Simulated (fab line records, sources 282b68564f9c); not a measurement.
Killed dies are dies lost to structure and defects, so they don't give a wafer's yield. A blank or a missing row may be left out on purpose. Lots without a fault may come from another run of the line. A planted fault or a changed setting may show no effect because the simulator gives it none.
Which tool did it? | flow rit_cmos | 6 lots, 18 wafers sampled, at 2 steps of a route of 202

WHAT THE GAUGES READ, wafer by wafer
RIT_GATE_OVL_MEAS_17.
lot  | measured    | on         | GATE_OVL (nm)
L769 | day 2 19:24 | overlay-01 | -0.9 -2.6 0.6
L771 | day 3 03:37 | overlay-02 | -2.0 -0.1 0.0
L773 | day 3 17:50 | overlay-02 | 0.9 -0.5 -0.7
L780 | day 5 04:50 | overlay-02 | 239.8 239.3 238.6
L785 | day 6 06:50 | overlay-02 | -1.4 2.3 -1.6
L790 | day 7 07:19 | overlay-01 | -0.1 0.3 2.4

WHICH TOOL RAN EACH LOT (tool, then ch and the chambers of the sampled wafers, then the start)
lot  | RIT_GATE_EXPOSE_13
L769 | iline_stepper-02 ch 0, day 2 18:54
L771 | iline_stepper-01 ch 0, day 3 03:05
L773 | iline_stepper-02 ch 0, day 3 17:13
L780 | iline_stepper-01 ch 0, day 5 04:20
L785 | iline_stepper-02 ch 0, day 6 06:20
L790 | iline_stepper-02 ch 0, day 7 06:47
- RIT_GATE_EXPOSE_13: exposes mask M6, target cd 150 nm.

THE ANSWER, worked out from the rows above alone
Rule: what is usual is taken from the lots themselves. Put in order of their means at a reading, lots are off if they are a third of the lots or fewer, leave a main group of 4 or more, and stand apart from it by a gap of 3 or more times the standard deviation of the main group's means; of several such gaps the widest counts. A main group whose means are all the same, to the digits that the tables above print for the reading, isn't used. A lot without any number at a reading at which 4 lots or more have one is off too. The other lots that the step has rows for count as sound.
Off: L780, at RIT_GATE_OVL_MEAS_17 (GATE_OVL). The main group: mean -0.2 nm, standard deviation 0.63.
A tool fits if, at a process step before that reading, it ran every lot that is off, and no sound lot after the first of them. The gauges at RIT_GATE_OVL_MEAS_17 are tried like those tools. One fits: iline_stepper-01 at RIT_GATE_EXPOSE_13. Its last sound lot is L771 (day 3 03:05), its first lot that is off L780 (day 5 04:20): a fault that began between those two fits.

WHAT THE SIMULATOR HAD PUT IN
Scanner matching overlay: iline_stepper-01, from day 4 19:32 on, at RIT_GATE_EXPOSE_13. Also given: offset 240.
Lots struck among those shown: L780. The rule above found the same.
